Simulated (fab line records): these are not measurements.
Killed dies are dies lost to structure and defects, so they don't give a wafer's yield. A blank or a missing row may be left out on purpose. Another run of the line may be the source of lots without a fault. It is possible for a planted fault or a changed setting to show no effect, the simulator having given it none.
fab line records	flow ritCmos
[record] lots = 5	wafers = 15	lastDay = 7
route steps=202 shown ACTIVE@1 FOX1@20 FOX2@23 M1@202
lots that met no fault: taken from a fault-free run of the same line
startH: hours from the record's first day to the start of the lot's first wafer shown	waitH: time in hours since the lot's previous step	" unchanged from the row above	L1.1+2: a single row standing in for several wafers	- value missing, or start not given	* or withheld: withheld	< > ~ a bound
route shown NAME@n: a module of which the file shows steps, and the number in the route of the first	usual: mean/standard deviation taken from wafers without a fault	same: alike in all rows	chamber/n: place in a boat	sites: the reading at each site	_std_site: the standard deviation of these	_edge_site: the outer-site mean with the inner-site mean subtracted	radiusMm: for every site, how far away it sits from the centre of the wafer	mask NAME#n: copy n	behind: the tool/chamber that last shaped the wafer	hold: the reason the lot was held/the length of the hold in hours/how it ended	device: whichever transistor did not switch (one of n, p or np)	end of line: tests of these same wafers at the route's end	for a step that has no rows: nothing shown but its recipe	killed: the dies lost at the first sort to structure and to defects; this is not the yield of the wafer	map: a wafer's dies, x killed, . not, _ none there
set.NAME: the setting that was run; set.NAME@STEP: the one run at that earlier step	model.NAME: the simulator's own value behind a step, which no gauge read
lots at selected steps of the route; one table per step, one row per wafer
services: a tool's chamber out of use, with start hour (startH, from the record's first day; less than 0 if before it), hours out, and reason
[[steps]]
[step RIT_ACTIVE_BOW_MEAS_00]
[recipe] mode = bow
[usual] INCOMING_BOW = 0/6.7
lot.wafer	tool	chamber	startH	waitH	INCOMING_BOW[um]
L885.1	filmMetro-04	-	45.00	-	-8
L885.4	"	-	"	"	7
L885.5	"	-	"	"	6
L886.4	filmMetro-02	-	50.06	-	10
L886.5	"	-	"	"	-3
L886.6	"	-	"	"	5
L893.1	filmMetro-02	-	85.00	-	0
L893.4	"	-	"	"	-15
L893.6	"	-	"	"	-6
L895.2	filmMetro-04	-	95.02	-	-8
L895.5	"	-	"	"	-4
L895.6	"	-	"	"	7
L901.2	filmMetro-02	-	125.02	-	-2
L901.3	"	-	"	"	2
L901.4	"	-	"	"	-1
[step RIT_ACTIVE_OXIDATION_01]
[recipe] tempC = 1000	ambient = O2	targetThkA = 468	oxTimeS = 3360
[step RIT_ACTIVE_THK_MEAS_02]
[recipe] reads = SiO2_of_ACTIVE_OXIDATION_01
[usual] ACTIVE_OXIDE_THK = 47.0/0.93
lot.wafer	tool	chamber	startH	waitH	ACTIVE_OXIDE_THK[nm]
L885.1	filmMetro-02	-	47.05	0.0	47.5
L885.4	"	-	"	"	47.4
L885.5	"	-	"	"	47.6
L886.4	filmMetro-04	-	52.08	0.0	46.9
L886.5	"	-	"	"	47.0
L886.6	"	-	"	"	46.4
L893.1	filmMetro-02	-	87.65	0.0	47.0
L893.4	"	-	"	"	47.6
L893.6	"	-	"	"	47.7
L895.2	filmMetro-02	-	97.41	0.0	46.2
L895.5	"	-	"	"	46.4
L895.6	"	-	"	"	46.0
L901.2	filmMetro-04	-	127.06	0.0	47.5
L901.3	"	-	"	"	46.5
L901.4	"	-	"	"	46.7
[step RIT_ACTIVE_CVD_03]
[recipe] material = Si3N4	targetThkNm = 150	tempC = 810	precursor = SiH2Cl2/NH3	timeS = 1500	pressureMtorr = 300	sih2cl2FlowSccm = 60	nh3FlowSccm = 150
lot.wafer	tool	chamber	startH	waitH	model.Si3N4_of_ACTIVE_CVD_03.thkNm
L885.1	lpcvd-02	1	48.49	1.4	149.3
L885.4	"	1	"	"	149.9
L885.5	"	1	"	"	150.5
L886.4	lpcvd-01	0	52.11	0.0	151.2
L886.5	"	0	"	"	150
L886.6	"	0	"	"	151.5
L893.1	lpcvd-01	1	87.71	0.1	148.6
L893.4	"	1	"	"	145.5
L893.6	"	1	"	"	147.6
L895.2	lpcvd-02	0	98.03	0.6	195.2
L895.5	"	0	"	"	195.7
L895.6	"	0	"	"	196
L901.2	lpcvd-01	0	127.11	0.0	149.5
L901.3+4	"	0	"	"	149.1
[step RIT_ACTIVE_THK_MEAS_04]
[recipe] reads = Si3N4_of_ACTIVE_CVD_03
[usual] ACTIVE_NITRIDE_THK = 150.2/1.4
lot.wafer	tool	chamber	startH	waitH	hold	ACTIVE_NITRIDE_THK[nm]
L885.1	filmMetro-04	-	49.91	0.0	-	149.2
L885.4	"	-	"	"	-	149.9
L885.5	"	-	"	"	-	150.6
L886.4	filmMetro-02	-	53.56	0.0	-	151.3
L886.5	"	-	"	"	-	150.2
L886.6	"	-	"	"	-	151.6
L893.1	filmMetro-03	-	89.84	0.0	-	148.7
L893.4	"	-	"	"	-	145.4
L893.6	"	-	"	"	-	147.7
L895.2	filmMetro-02	-	99.45	0.0	awaitDispo/0.2h/release	195.1
L895.5	"	-	"	"	awaitDispo/0.2h/release	195.9
L895.6	"	-	"	"	awaitDispo/0.2h/release	196.1
L895.2	filmMetro-02	-	99.68	0.2	-	195.1
L895.5	"	-	"	"	-	195.7
L895.6	"	-	"	"	-	195.8
L901.2	filmMetro-02	-	128.54	0.0	-	149.3
L901.3	"	-	"	"	-	149.2
L901.4	"	-	"	"	-	149.1
[step RIT_ACTIVE_COAT_06]
[recipe] resist = NOVOLAK	spinRpm = 3250	resistThkNm = 1000
[step RIT_ACTIVE_SOFTBAKE_07]
[recipe] resist = NOVOLAK	tempC = 90	timeS = 60
[step RIT_ACTIVE_EXPOSE_08]
[recipe] maskId = M1	na = 0.6	sourceShape = conventional	sigmaOuter = 0.6	targetCdNm = 1400	doseMj = 225
[step RIT_ACTIVE_PEB_09]
[recipe] resist = NOVOLAK	tempC = withheld	timeS = withheld
[step RIT_ACTIVE_DEVELOP_10]
[recipe] resist = NOVOLAK	developTimeS = 50	devTempC = 23
[step RIT_ACTIVE_CD_MEAS_11]
[recipe] targetCdNm = 1400
[usual] cdNm = 1399.9/2.4
lot.wafer	tool	chamber	startH	waitH	cdNm
L885.1	cdSem-02	-	50.92	-	1397.6
L885.4	"	-	"	"	1396.4
L885.5	"	-	"	"	1397.8
L886.4	cdSem-01	-	54.56	-	1397.4
L886.5	"	-	"	"	1396.4
L886.6	"	-	"	"	1396.1
L893.1	cdSem-01	-	90.75	-	1397.9
L893.4	"	-	"	"	1400.1
L893.6	"	-	"	"	1396.8
L895.2	cdSem-02	-	102.72	-	1403.0
L895.5	"	-	"	"	1402.8
L895.6	"	-	"	"	1404.2
L901.2	cdSem-02	-	129.46	-	1404.7
L901.3	"	-	"	"	1401.5
L901.4	"	-	"	"	1403.7
[step RIT_ACTIVE_HARDBAKE_12]
[recipe] resist = NOVOLAK	tempC = 140	timeS = 60
[step RIT_ACTIVE_ETCH_13]
[recipe] stopOn = SiO2	chemistry = SF6	target = Si3N4	timeS = 210	overEtchFrac = 0.4	SF6_flow_sccm = 200	pressureMtorr = 260	rfW = 125	targetDepthA = 2100
[usual] drypumpMotorCurrentA = 5.8/0.62	oesProductAu = 0.818/0.011	throttleValvePct = 7.53/0.1
[same] overEtchFrac = 0.4
lot.wafer	tool	chamber	startH	waitH	drypumpMotorCurrentA	oesProductAu	rfHoursCounterH	throttleValvePct	model.ACTIVE.featureDepthNm	model.etch.depthNm
L885.1	rieDiel-02	2	51.35	0.1	6.0	0.823	5	7.44	149.3	149.3
L885.4	"	3	"	"	6.2	0.819	43	7.59	150.9	149.9
L885.5	"	1	"	"	5.2	0.814	-	7.37	150.5	150.5
L886.4	rieDiel-04	2	54.77	0.1	5.3	0.836	129	7.66	151.2	151.2
L886.5	"	3	"	"	6.5	0.816	-	7.56	150	150
L886.6	"	2	"	"	5.3	0.834	-	7.65	151.5	151.5
L893.1	rieDiel-02	0	91.02	0.1	6.3	0.806	13	7.49	148.6	148.6
L893.4	"	2	"	"	6.0	0.807	6	7.43	145.5	145.5
L893.6	"	1	"	"	5.3	0.800	-	7.39	147.6	147.6
L895.2	rieDiel-02	0	102.97	0.1	6.2	0.951	13	7.49	195.2	195.2
L895.5	"	2	"	"	5.9	0.954	-	7.43	195.7	195.7
L895.6	"	1	"	"	5.3	0.933	-	7.39	196	196
L901.2	rieDiel-02	1	129.71	0.1	5.3	0.818	76	7.38	149.5	149.5
L901.3	"	2	"	"	6.0	0.808	7	7.43	149.1	149.1
L901.4	"	0	"	"	6.2	0.807	13	7.48	149.1	149.1
[step RIT_ACTIVE_STRIP_14]
[recipe] chemistry = O2	timeS = 180	resist = NOVOLAK	platenTempC = withheld	powerW = 500	pressureMtorr = 4000	o2FlowSccm = 4000
[usual] drypumpMotorCurrentA = 5.7/0.45
lot.wafer	tool	chamber	startH	waitH	drypumpMotorCurrentA	rfHoursCounterH
L885.1	plasmaAsher-02	1	51.48	0.1	5.8	42
L885.4	"	1	"	"	5.9	-
L885.5	"	1	"	"	5.9	-
L886.4	plasmaAsher-02	0	54.96	0.1	5.8	-
L886.5	"	0	"	"	5.8	-
L886.6	"	1	"	"	5.8	-
L893.1	plasmaAsher-03	1	91.15	0.1	5.2	42
L893.4	"	0	"	"	5.5	-
L893.6	"	1	"	"	5.2	-
L895.2	plasmaAsher-01	1	116.04	13.0	6.6	32
L895.5	"	1	"	"	6.6	-
L895.6	"	0	"	"	4.9	-
L901.2	plasmaAsher-02	1	129.84	0.1	5.9	51
L901.3	"	1	"	"	5.9	-
L901.4	"	0	"	"	5.9	-
[step RIT_ACTIVE_CD_MEAS_90]
[recipe] targetCdNm = 1400
[usual] cdNm = 1399.8/2.4
lot.wafer	tool	chamber	startH	waitH	cdNm
L885.1	cdSem-02	-	51.66	0.1	1397.2
L885.4	"	-	"	"	1397.2
L885.5	"	-	"	"	1397.4
L886.4	cdSem-02	-	55.14	0.1	1397.4
L886.5	"	-	"	"	1396.4
L886.6	"	-	"	"	1396.1
L893.1	cdSem-02	-	91.32	0.1	1397.2
L893.4	"	-	"	"	1399.9
L893.6	"	-	"	"	1396.8
L895.2	cdSem-01	-	116.24	0.1	1402.9
L895.5	"	-	"	"	1402.6
L895.6	"	-	"	"	1404.9
L901.2	cdSem-01	-	130.04	0.1	1404.6
L901.3	"	-	"	"	1401.3
L901.4	"	-	"	"	1404.0
[step RIT_ACTIVE_CLEAN_15]
[recipe] chemistry = SC1	mix = 3:3:50	timeS = 600	tempC = 75
[step RIT_ACTIVE_CLEAN_16]
[recipe] chemistry = dHF	dilution = 50:1	timeS = 30
[step RIT_ACTIVE_CLEAN_17]
[recipe] chemistry = SC2	mix = 3:3:50	timeS = 600	tempC = 75	dry = n2Spin
[step RIT_FOX1_OXIDATION_00]
[recipe] tempC = 1100	ambient = H2O	targetThkA = 3507	pH2oTorr = 720	oxTimeS = 1130
[step RIT_FOX1_THK_MEAS_01]
[recipe] reads = SiO2_of_FOX1_OXIDATION_00
[usual] FOX1_OXIDE_THK = 349/7.3
lot.wafer	tool	chamber	startH	waitH	FOX1_OXIDE_THK[nm]
L885.1	filmMetro-01	-	53.46	0.0	352
L885.4	"	-	"	"	354
L885.5	"	-	"	"	358
L886.4	filmMetro-01	-	59.75	0.0	343
L886.5	"	-	"	"	343
L886.6	"	-	"	"	340
L893.1	filmMetro-01	-	94.62	0.0	344
L893.4	"	-	"	"	343
L893.6	"	-	"	"	344
L895.2	filmMetro-04	-	119.93	0.1	347
L895.5	"	-	"	"	343
L895.6	"	-	"	"	347
L901.2	filmMetro-02	-	133.88	0.0	355
L901.3	"	-	"	"	352
L901.4	"	-	"	"	349
[step RIT_FOX1_WET_ETCH_02]
[recipe] chemistry = BOE	targetDepthNm = 350	timeS = 390	tempC = 21.5	dry = n2Spin	dilution = 10:1	target = SiO2
[step RIT_FOX2_OXIDATION_00]
[recipe] tempC = 1100	ambient = H2O	targetThkA = 3507	pH2oTorr = 720	oxTimeS = 1130
[step RIT_FOX2_THK_MEAS_01]
[recipe] reads = SiO2_of_FOX2_OXIDATION_00
[usual] FOX2_OXIDE_THK = 350/6.7
lot.wafer	tool	chamber	startH	waitH	FOX2_OXIDE_THK[nm]
L885.1	filmMetro-02	-	57.65	0.0	341
L885.4	"	-	"	"	348
L885.5	"	-	"	"	348
L886.4	filmMetro-01	-	61.25	0.0	340
L886.5	"	-	"	"	342
L886.6	"	-	"	"	345
L893.1	filmMetro-02	-	96.11	0.0	341
L893.4	"	-	"	"	348
L893.6	"	-	"	"	351
L895.2	filmMetro-02	-	122.69	0.0	353
L895.5	"	-	"	"	352
L895.6	"	-	"	"	350
L901.2	filmMetro-02	-	135.38	0.0	341
L901.3	"	-	"	"	338
L901.4	"	-	"	"	342
[step RIT_FOX2_CLEAN_02]
[recipe] chemistry = dHF	dilution = 50:1	timeS = 180
lot.wafer	tool	chamber	startH	waitH	model.Si3N4_of_ACTIVE_CVD_03.thkNm
L885.1	wetBench-04	0	57.71	0.1	130.1
L885.4	"	0	"	"	130.8
L885.5	"	0	"	"	131.4
L886.4	wetBench-04	0	61.28	0.0	131.9
L886.5	"	0	"	"	130.8
L886.6	"	0	"	"	132.2
L893.1	wetBench-01	3	96.17	0.1	129.4
L893.4	"	3	"	"	126.2
L893.6	"	3	"	"	128.3
L895.2	wetBench-01	0	122.74	0.0	175.9
L895.5	"	0	"	"	176.4
L895.6	"	0	"	"	176.7
L901.2	wetBench-04	1	135.43	0.0	130.3
L901.3+4	"	1	"	"	129.9
[step RIT_FOX2_WET_ETCH_03]
[recipe] chemistry = H3PO4	target = Si3N4	targetDepthNm = 195	tempC = 165	timeS = 2700
[step RIT_M1_PROBE_99]
[usual] defectLimitedYield = 97.4/1.1	killed_at_M0_to_M3 = 0.0/0.083	killedAtContacts = 0.1/0.3	killedAtFrontEnd = 6.9/2.9	killedDies = 7.0/2.9	killedOpen = 3.3/2	killedShort = 3.7/2	sort_bin_3_pad_short = 0.1/0.22	sort_bin_5_function = 1.5/0.81	sort_bin_6_memory = 1.0/0.64	sortNPass = 257.0/2.9	sortYieldPct = 97.4/1.1
[same] grossDies = 264	killed_at_M4_up = 0	killedAtBackSide = 0	killedAtOther = 0
lot.wafer	tool	chamber	startH	waitH	defectLimitedYield[%]	killed_at_M0_to_M3	killedAtContacts	killedAtFrontEnd	killedDies	killedOpen	killedShort	sort_bin_3_pad_short[%]	sort_bin_5_function[%]	sort_bin_6_memory[%]	sortNPass	sortYieldPct[%]
L885.1	prober-02	-	98.65	0.1	94.7	0	0	14	14	7	7	0	3.0	2.3	250.0	94.7
L885.4	prober-02	-	98.80	0.2	97.7	0	0	6	6	2	4	0	1.1	1.1	258.0	97.7
L885.5	prober-02	-	98.85	0.2	95.1	1	0	12	13	6	7	0.4	2.7	1.9	251.0	95.1
L886.4	prober-01	-	101.83	0.2	98.1	0	0	5	5	2	3	0.4	0.8	0.8	259.0	98.1
L886.5	prober-01	-	101.88	0.2	95.1	0	0	13	13	5	8	0.4	1.9	2.7	251.0	95.1
L886.6	prober-01	-	101.93	0.2	100.0	0	0	0	0	0	0	0	0	0	264.0	100.0
L893.1	prober-01	-	135.41	0.1	97.3	0	0	7	7	2	5	0.4	0.4	1.9	257.0	97.3
L893.4	prober-01	-	135.56	0.2	98.9	0	0	3	3	1	2	0	1.1	0	261.0	98.9
L893.6	prober-01	-	135.66	0.2	97.3	0	0	7	7	5	2	0	1.9	0.8	257.0	97.3
L901.2	prober-02	-	176.60	0.1	97.3	0	1	6	7	6	1	0.4	0.8	1.5	257.0	97.3
L901.3	prober-02	-	176.65	0.2	96.6	0	0	9	9	6	3	0	1.9	1.5	255.0	96.6
L901.4	prober-02	-	176.70	0.2	98.1	0	0	5	5	3	2	0	0.8	1.1	259.0	98.1
// killed by level:class
L885.1 REOX:geometricParticle:short=3 GATE:geometricParticle:open=2 REOX:geometricParticle:open=2 FOX1:geometricParticle:short=1 FOX1:geometricParticle:open=1 FOX2:geometricParticle:open=1 GATE:geometricParticle:short=1 SPACER:geometricParticle:short=1
L885.4 GATE:geometricParticle:short=2 FOX2:geometricParticle:short=1 REOX:geometricParticle:short=1 REOX:geometricParticle:open=1 SILICIDE:geometricParticle:open=1
L885.5 GATE:geometricParticle:open=3 GATE:geometricParticle:short=3 REOX:geometricParticle:short=3 REOX:geometricParticle:open=3 M1:geometricParticle:short=1
L886.4 GATE:geometricParticle:short=2 FOX1:geometricParticle:open=1 GATE:geometricParticle:open=1 SPACER:geometricParticle:short=1
L886.5 FOX1:geometricParticle:short=3 FOX1:geometricParticle:open=2 GATE:geometricParticle:short=2 GATE:geometricParticle:open=2 FOX2:geometricParticle:short=1 SPACER:geometricParticle:short=1 SPACER:geometricParticle:open=1 SILICIDE:geometricParticle:short=1
L893.1 GATE:geometricParticle:short=2 SPACER:geometricParticle:short=2 FOX1:geometricParticle:short=1 REOX:geometricParticle:open=1 SPACER:geometricParticle:open=1
L893.4 FOX1:geometricParticle:open=1 GATE:geometricParticle:short=1 REOX:geometricParticle:short=1
L893.6 SPACER:geometricParticle:open=2 FOX1:geometricParticle:short=1 FOX1:geometricParticle:open=1 GATE:geometricParticle:short=1 REOX:geometricParticle:open=1 SILICIDE:geometricParticle:open=1
L901.2 GATE:geometricParticle:open=3 SPACER:geometricParticle:open=1 SILICIDE:geometricParticle:short=1 SILICIDE:geometricParticle:open=1 CONTACT:geometricParticle:open=1
L901.3 REOX:geometricParticle:open=3 GATE:geometricParticle:open=2 REOX:geometricParticle:short=2 FOX2:geometricParticle:short=1 SPACER:geometricParticle:open=1
L901.4 GATE:geometricParticle:open=2 SPACER:geometricParticle:short=2 REOX:geometricParticle:open=1
[[services]]
tool	chamber	startH	hours	kind
wetBench-01	-	26.94	3.8	repair
plasmaAsher-01	-	29.87	3.1	repair
plasmaAsher-03	-	31.62	2.8	pm
wetBench-04	-	36.94	4.4	pm
plasmaAsher-02	-	46.64	0.4	repair
lpcvd-02	-	49.99	14.6	pm
plasmaAsher-01	-	78.99	1.2	repair
rieDiel-02	3	87.01	1.5	repair
plasmaAsher-01	-	101.44	14.6	pm
plasmaAsher-02	-	103.31	2.4	repair
rieDiel-04	3	126.81	10.0	repair
[[key]]
[firstSign] step = RIT_ACTIVE_THK_MEAS_04	reading = visit	direction = added
[effect] step = RIT_ACTIVE_THK_MEAS_04	reading = ACTIVE_NITRIDE_THK	direction = up	sigmas = 33	usual = 150.2	struck = 195.7
[effect] step = RIT_ACTIVE_ETCH_13	reading = oesProductAu	direction = up	sigmas = 12	usual = 0.818	struck = 0.946
[modelEffect] step = RIT_ACTIVE_CVD_03	value = Si3N4_of_ACTIVE_CVD_03.thkNm	without = 150.4	struck = 195.7
[modelEffect] step = RIT_ACTIVE_ETCH_13	value = ACTIVE.featureDepthNm	without = 150.4	struck = 195.7
[modelEffect] step = RIT_FOX2_CLEAN_02	value = Si3N4_of_ACTIVE_CVD_03.thkNm	without = 131	struck = 176.3
metAt RIT_ACTIVE_CVD_03
struckWafers L895.2,L895.5,L895.6
rowsEnd L895.2,L895.5,L895.6
[fault] kind = processParameterDrift	tool = lpcvd-02	chamber = 0	onsetH = 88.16	steps = RIT_ACTIVE_CVD_03	channel = targetThkNm	offset = 45.29	shape = step	endH = 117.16	actsIn = theseRecipesOnly	stated = 150
// rowsEnd: these wafers met a further fault down the route, and their rows from its step on are left out
